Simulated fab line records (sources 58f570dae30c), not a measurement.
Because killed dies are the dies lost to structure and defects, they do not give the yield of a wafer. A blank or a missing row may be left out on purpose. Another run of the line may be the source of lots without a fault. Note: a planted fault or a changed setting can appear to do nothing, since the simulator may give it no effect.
Which tool did it? || flow berkeleyCmos170 || 14 lots with 42 wafers sampled at 5 steps, on a route of 331 steps

== WHAT THE GAUGES SHOWED, per wafer ==
UCB170_PSD_CD_MEAS_06: target cd 1200 nm.
{"lot": "L359", "measured": "day 6 18:46", "on": "cdSem-02", "cdNm (nm)": "1200.9 1201.0 1200.8"}
{"lot": "L360", "measured": "day 6 21:28", "on": "cdSem-01", "cdNm (nm)": "1200.0 1201.5 1201.1"}
{"lot": "L362", "measured": "day 6 21:45", "on": "cdSem-02", "cdNm (nm)": "1200.0 1198.2 1198.9"}
{"lot": "L361", "measured": "day 6 22:01", "on": "cdSem-02", "cdNm (nm)": "1201.9 1201.3 1201.8"}
{"lot": "L365", "measured": "day 7 07:37", "on": "cdSem-01", "cdNm (nm)": "1200.6 1198.9 1201.6"}
{"lot": "L364", "measured": "day 7 08:04", "on": "cdSem-01", "cdNm (nm)": "1197.9 1199.4 1198.6"}
{"lot": "L366", "measured": "day 7 21:41", "on": "cdSem-01", "cdNm (nm)": "1199.0 1199.1 1199.7"}
{"lot": "L373", "measured": "day 9 00:51", "on": "cdSem-01", "cdNm (nm)": "1200.4 1198.7 1199.1"}
{"lot": "L375", "measured": "day 10 04:36", "on": "cdSem-01", "cdNm (nm)": "1199.9 1198.8 1198.1"}
{"lot": "L380", "measured": "day 10 11:59", "on": "cdSem-02", "cdNm (nm)": "1201.9 1200.5 1200.9"}
{"lot": "L378", "measured": "day 10 12:07", "on": "cdSem-02", "cdNm (nm)": "1199.4 1199.4 1199.0"}
{"lot": "L381", "measured": "day 10 12:32", "on": "cdSem-01", "cdNm (nm)": "1198.0 1197.3 1196.8"}
{"lot": "L377", "measured": "day 10 16:34", "on": "cdSem-02", "cdNm (nm)": "1201.6 1201.5 1201.4"}
{"lot": "L382", "measured": "day 10 19:29", "on": "cdSem-01", "cdNm (nm)": "1201.6 1202.2 1203.2"}

UCB170_CONTACT_CD_MEAS_90: target cd 700 nm.
{"lot": "L359", "measured": "day 7 13:33", "on": "cdSem-01", "cdNm (nm)": "698.2 698.1 700.3"}
{"lot": "L360", "measured": "day 7 08:14", "on": "cdSem-01", "cdNm (nm)": "700.2 700.9 700.1"}
{"lot": "L362", "measured": "day 7 13:55", "on": "cdSem-02", "cdNm (nm)": "700.1 699.2 699.6"}
{"lot": "L361", "measured": "day 7 13:44", "on": "cdSem-01", "cdNm (nm)": "701.2 700.3 699.3"}
{"lot": "L365", "measured": "day 7 18:28", "on": "cdSem-02", "cdNm (nm)": "699.3 700.7 699.7"}
{"lot": "L364", "measured": "day 7 17:56", "on": "cdSem-01", "cdNm (nm)": "698.8 701.9 700.8"}
{"lot": "L366", "measured": "day 8 07:39", "on": "cdSem-02", "cdNm (nm)": "700.6 702.9 700.5"}
{"lot": "L373", "measured": "day 9 14:59", "on": "cdSem-01", "cdNm (nm)": "700.9 700.6 700.9"}
{"lot": "L375", "measured": "day 10 14:13", "on": "cdSem-01", "cdNm (nm)": "698.5 699.2 699.4"}
{"lot": "L380", "measured": "day 10 23:49", "on": "cdSem-02", "cdNm (nm)": "700.8 701.6 701.0"}
{"lot": "L378", "measured": "day 11 00:41", "on": "cdSem-01", "cdNm (nm)": "699.4 700.8 699.6"}
{"lot": "L381", "measured": "day 11 02:05", "on": "cdSem-01", "cdNm (nm)": "699.0 697.8 698.7"}
{"lot": "L377", "measured": "day 11 03:37", "on": "cdSem-02", "cdNm (nm)": "698.0 698.9 701.6"}
{"lot": "L382", "measured": "day 11 03:49", "on": "cdSem-02", "cdNm (nm)": "699.7 699.9 700.9"}

UCB170_M1_OVL_MEAS_10.
{"lot": "L359", "measured": "day 7 15:03", "on": "overlay-02", "M1_OVL (nm)": "15 13 14"}
{"lot": "L360", "measured": "day 7 12:53", "on": "overlay-01", "M1_OVL (nm)": "-2 -4 -8"}
{"lot": "L362", "measured": "day 7 15:47", "on": "overlay-01", "M1_OVL (nm)": "-1 -4 3"}
{"lot": "L361", "measured": "day 7 15:32", "on": "overlay-01", "M1_OVL (nm)": "5 2 2"}
{"lot": "L365", "measured": "day 7 20:29", "on": "overlay-02", "M1_OVL (nm)": "5 5 -2"}
{"lot": "L364", "measured": "day 7 19:49", "on": "overlay-02", "M1_OVL (nm)": "7 8 5"}
{"lot": "L366", "measured": "day 8 10:02", "on": "overlay-02", "M1_OVL (nm)": "7 9 13"}
{"lot": "L373", "measured": "day 9 17:13", "on": "overlay-02", "M1_OVL (nm)": "7 2 8"}
{"lot": "L375", "measured": "day 10 17:05", "on": "overlay-01", "M1_OVL (nm)": "3 1 3"}
{"lot": "L380", "measured": "day 11 01:24", "on": "overlay-01", "M1_OVL (nm)": "0 -6 -7"}
{"lot": "L378", "measured": "day 11 02:22", "on": "overlay-01", "M1_OVL (nm)": "3 2 -3"}
{"lot": "L381", "measured": "day 11 03:49", "on": "overlay-02", "M1_OVL (nm)": "-2 -6 -5"}
{"lot": "L377", "measured": "day 11 05:06", "on": "overlay-01", "M1_OVL (nm)": "8 11 13"}
{"lot": "L382", "measured": "day 11 05:26", "on": "overlay-02", "M1_OVL (nm)": "7 1 7"}

UCB170_M2_CD_MEAS_15: target cd 700 nm.
{"lot": "L359", "measured": "day 7 22:28", "on": "cdSem-02", "cdNm (nm)": "702.4 700.9 701.4"}
{"lot": "L360", "measured": "day 7 22:12", "on": "cdSem-02", "cdNm (nm)": "701.6 702.6 702.0"}
{"lot": "L362", "measured": "day 8 00:29", "on": "cdSem-01", "cdNm (nm)": "700.2 699.5 700.3"}
{"lot": "L361", "measured": "day 7 22:47", "on": "cdSem-02", "cdNm (nm)": "701.5 701.2 701.8"}
{"lot": "L365", "measured": "day 8 07:33", "on": "cdSem-01", "cdNm (nm)": "699.5 698.5 700.4"}
{"lot": "L364", "measured": "day 8 06:45", "on": "cdSem-01", "cdNm (nm)": "700.7 700.9 698.8"}
{"lot": "L366", "measured": "day 8 20:46", "on": "cdSem-02", "cdNm (nm)": "700.8 700.8 699.3"}
{"lot": "L373", "measured": "day 10 01:41", "on": "cdSem-02", "cdNm (nm)": "689.9 688.6 689.5"}
{"lot": "L375", "measured": "day 11 00:33", "on": "cdSem-02", "cdNm (nm)": "693.1 690.9 690.8"}
{"lot": "L380", "measured": "day 11 15:06", "on": "cdSem-02", "cdNm (nm)": "698.9 698.8 700.4"}
{"lot": "L378", "measured": "day 11 15:23", "on": "cdSem-02", "cdNm (nm)": "699.8 700.9 701.4"}
{"lot": "L381", "measured": "day 11 14:59", "on": "cdSem-02", "cdNm (nm)": "698.4 699.3 699.1"}
{"lot": "L377", "measured": "day 11 15:59", "on": "cdSem-02", "cdNm (nm)": "701.2 700.1 700.4"}
{"lot": "L382", "measured": "day 11 16:44", "on": "cdSem-02", "cdNm (nm)": "699.7 699.5 700.4"}

== WHICH TOOL RAN EACH LOT (tool, then ch and the chambers of the sampled wafers, then the start) ==
{"lot": "L359", "UCB170_M2_COAT_10": "lithoTrack-01 ch 0, day 7 21:00"}
{"lot": "L360", "UCB170_M2_COAT_10": "lithoTrack-02 ch 0, day 7 21:00"}
{"lot": "L362", "UCB170_M2_COAT_10": "lithoTrack-01 ch 0, day 7 23:00"}
{"lot": "L361", "UCB170_M2_COAT_10": "lithoTrack-03 ch 0, day 7 21:00"}
{"lot": "L365", "UCB170_M2_COAT_10": "lithoTrack-02 ch 0, day 8 06:00"}
{"lot": "L364", "UCB170_M2_COAT_10": "lithoTrack-02 ch 0, day 8 05:00"}
{"lot": "L366", "UCB170_M2_COAT_10": "lithoTrack-01 ch 0, day 8 19:00"}
{"lot": "L373", "UCB170_M2_COAT_10": "lithoTrack-01 ch 0, day 10 00:00"}
{"lot": "L375", "UCB170_M2_COAT_10": "lithoTrack-01 ch 0, day 10 23:00"}
{"lot": "L380", "UCB170_M2_COAT_10": "lithoTrack-03 ch 0, day 11 13:00"}
{"lot": "L378", "UCB170_M2_COAT_10": "lithoTrack-02 ch 0, day 11 13:00"}
{"lot": "L381", "UCB170_M2_COAT_10": "lithoTrack-02 ch 0, day 11 13:00"}
{"lot": "L377", "UCB170_M2_COAT_10": "lithoTrack-02 ch 0, day 11 15:00"}
{"lot": "L382", "UCB170_M2_COAT_10": "lithoTrack-02 ch 0, day 11 15:00"}
- UCB170_M2_COAT_10: resist thk 900 nm.

== WHAT THE TOOLS THEMSELVES READ (means of the sampled wafers that have a number; where no wafer has one, the mark that the record gives instead) ==
UCB170_M2_COAT_10.
{"lot": "L359", "tool": "lithoTrack-01", "chillPlateTempC (C)": 23.11}
{"lot": "L360", "tool": "lithoTrack-02", "chillPlateTempC (C)": 22.96}
{"lot": "L362", "tool": "lithoTrack-01", "chillPlateTempC (C)": 23.00}
{"lot": "L361", "tool": "lithoTrack-03", "chillPlateTempC (C)": 22.92}
{"lot": "L365", "tool": "lithoTrack-02", "chillPlateTempC (C)": 23.00}
{"lot": "L364", "tool": "lithoTrack-02", "chillPlateTempC (C)": 23.03}
{"lot": "L366", "tool": "lithoTrack-01", "chillPlateTempC (C)": 22.86}
{"lot": "L373", "tool": "lithoTrack-01", "chillPlateTempC (C)": 22.96}
{"lot": "L375", "tool": "lithoTrack-01", "chillPlateTempC (C)": 23.11}
{"lot": "L380", "tool": "lithoTrack-03", "chillPlateTempC (C)": 23.03}
{"lot": "L378", "tool": "lithoTrack-02", "chillPlateTempC (C)": 23.09}
{"lot": "L381", "tool": "lithoTrack-02", "chillPlateTempC (C)": 22.93}
{"lot": "L377", "tool": "lithoTrack-02", "chillPlateTempC (C)": 22.89}
{"lot": "L382", "tool": "lithoTrack-02", "chillPlateTempC (C)": 22.97}

== THE ANSWER, worked out from the rows above alone ==
Rule: what is usual is taken from the lots themselves. The widest of any qualifying gaps counts: lots, ordered by their means at a reading, are off when they make up no more than a third of the lots, leave a main group of 4 or more, and stand apart from it by 3 or more times the standard deviation of that group's means. A main group whose means are all the same, to the digits that the tables above print for the reading, isn't used. Also off: a lot with no number at a reading for which 4 or more lots have one. All remaining lots with rows at the step are treated as sound. The gauges are gone through in route order, then the tools' own readings, and for those a lot's mean is taken as printed above. At the first step where some lot is off, the reading lying furthest off is the one used; lots without a number count as furthest.
Off at UCB170_M2_CD_MEAS_15 (cdNm): L373, L375. The main group: mean 700.4 nm, standard deviation 0.92.
If a tool, at a process step before that reading, ran all the lots that are off and no sound lot after the first of them, it fits. The gauges at UCB170_M2_CD_MEAS_15 are tried like those tools. One fits: lithoTrack-01 at UCB170_M2_COAT_10. Its last sound lot is L366 (day 8 19:00), its first lot that is off L373 (day 10 00:00): a fault that began between those two fits.

== WHAT THE SIMULATOR HAD INSERTED ==
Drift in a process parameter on lithoTrack-01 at UCB170_M2_COAT_10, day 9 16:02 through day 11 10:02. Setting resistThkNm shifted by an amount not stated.
Lots struck among those shown: L373, L375. The rule above reached the same finding.
